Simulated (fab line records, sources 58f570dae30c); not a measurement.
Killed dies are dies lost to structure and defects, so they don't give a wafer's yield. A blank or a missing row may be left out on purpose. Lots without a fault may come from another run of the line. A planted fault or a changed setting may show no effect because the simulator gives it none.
Which tool did it? | flow berkeley_cmos170 | 15 lots, 45 wafers sampled, at 2 steps of a route of 331

WHAT THE GAUGES READ, wafer by wafer
UCB170_NLDD_OVL_MEAS_07. Usual: NLDD_OVL -1 nm, standard deviation 5.
lot  | measured     | on         | NLDD_OVL (nm) | flag
L896 | day 6 19:49  | overlay-01 | -10 -7 -9     |
L897 | day 6 20:06  | overlay-01 | 1 -3 1        |
L898 | day 7 09:01  | overlay-01 | 3 4 0         |
L900 | day 7 08:45  | overlay-02 | -9 -4 2       |
L901 | day 7 16:37  | overlay-02 | 5 -2 2        |
L903 | day 7 16:19  | overlay-01 | 3 5 1         |
L913 | day 10 13:02 | overlay-02 | -1 3 5        |
L914 | day 11 04:07 | overlay-01 | -2 -8 -2      |
L915 | day 11 03:21 | overlay-02 | 5 3 4         |
L916 | day 11 04:51 | overlay-01 | -10 -10 -10   |
L917 | day 11 12:14 | overlay-01 | -2 3 1        |
L918 | day 11 11:43 | overlay-02 | 4 -4 -6       |

WHICH TOOL RAN EACH LOT (tool, then ch and the chambers of the sampled wafers, then the start)
lot  | UCB170_FIELD_WET_ETCH_04
L896 | wet_bench-04 ch 2, day 5 07:31
L897 | wet_bench-04 ch 3, day 5 07:31
L898 | wet_bench-03 ch 2, day 5 13:04
L900 | wet_bench-02 ch 2, day 5 17:08
L901 | wet_bench-03 ch 0, day 6 06:37
L903 | wet_bench-03 ch 3, day 6 06:37
L909 | wet_bench-04 ch 0, day 7 19:50
L910 | wet_bench-04 ch 1, day 7 19:50
L911 | wet_bench-03 ch 2, day 8 09:53
L913 | wet_bench-03 ch 3, day 8 09:53
L914 | wet_bench-02 ch 1, day 9 11:32
L915 | wet_bench-02 ch 2, day 9 11:32
L916 | wet_bench-02 ch 2, day 9 11:32
L917 | wet_bench-02 ch 1, day 9 23:59
L918 | wet_bench-02 ch 1, day 9 23:59
- UCB170_FIELD_WET_ETCH_04: etches SiO2 in dHF, time 60 s.

WHAT THE TOOLS THEMSELVES READ (means of the sampled wafers that have a number; where no wafer has one, the mark that the record gives instead)
UCB170_FIELD_WET_ETCH_04. Usual: bath_heat_duty_pct 5.8 %, standard deviation 0.73; run_length_s 87.7 s, standard deviation 2.9; temp_c 25.00 C, standard deviation 0.1.
lot  | tool         | bath_heat_duty_pct (%) | run_length_s (s) | temp_c (C) | flag
L896 | wet_bench-04 | 5.5                    | 84.4             | 24.91      |
L897 | wet_bench-04 | 7.3                    | 87.3             | 24.95      |
L898 | wet_bench-03 | 5.5                    | 92.0             | 24.89      |
L900 | wet_bench-02 | 5.9                    | 93.0             | 25.02      |
L901 | wet_bench-03 | 5.8                    | 86.8             | 25.06      |
L903 | wet_bench-03 | 4.5                    | 86.4             | 25.05      |
L909 | wet_bench-04 | -                      | -                | -          | OFF
L910 | wet_bench-04 | -                      | -                | -          | OFF
L911 | wet_bench-03 | -                      | -                | -          | OFF
L913 | wet_bench-03 | 5.0                    | 93.0             | 24.95      |
L914 | wet_bench-02 | 6.3                    | 86.2             | 25.10      |
L915 | wet_bench-02 | 6.2                    | 87.0             | 25.03      |
L916 | wet_bench-02 | 5.3                    | 85.8             | 25.05      |
L917 | wet_bench-02 | 6.3                    | 86.0             | 24.92      |
L918 | wet_bench-02 | 6.4                    | 85.6             | 25.22      |

THE ANSWER, worked out from the rows above alone
Rule: a lot is off if the mean of its wafers that have a number lies more than 3 standard deviations from the usual mean. A lot without any number at a reading at which 4 lots or more have one is off too. The other lots that the step has rows for count as sound. The gauges are gone through in route order, then the tools' own readings, and for those a lot's mean is taken as printed above. The first step at which some lot is off is used, and at that step the reading that is off furthest; a lot without a number counts as furthest.
Off: L909, L910, L911, at UCB170_FIELD_WET_ETCH_04 (bath_heat_duty_pct). Without a number there: L909, L910, L911.
A tool fits if, at that step or a process step before it, it ran every lot that is off, and no sound lot after the first of them. None of those tried fits.

WHAT THE SIMULATOR HAD PUT IN
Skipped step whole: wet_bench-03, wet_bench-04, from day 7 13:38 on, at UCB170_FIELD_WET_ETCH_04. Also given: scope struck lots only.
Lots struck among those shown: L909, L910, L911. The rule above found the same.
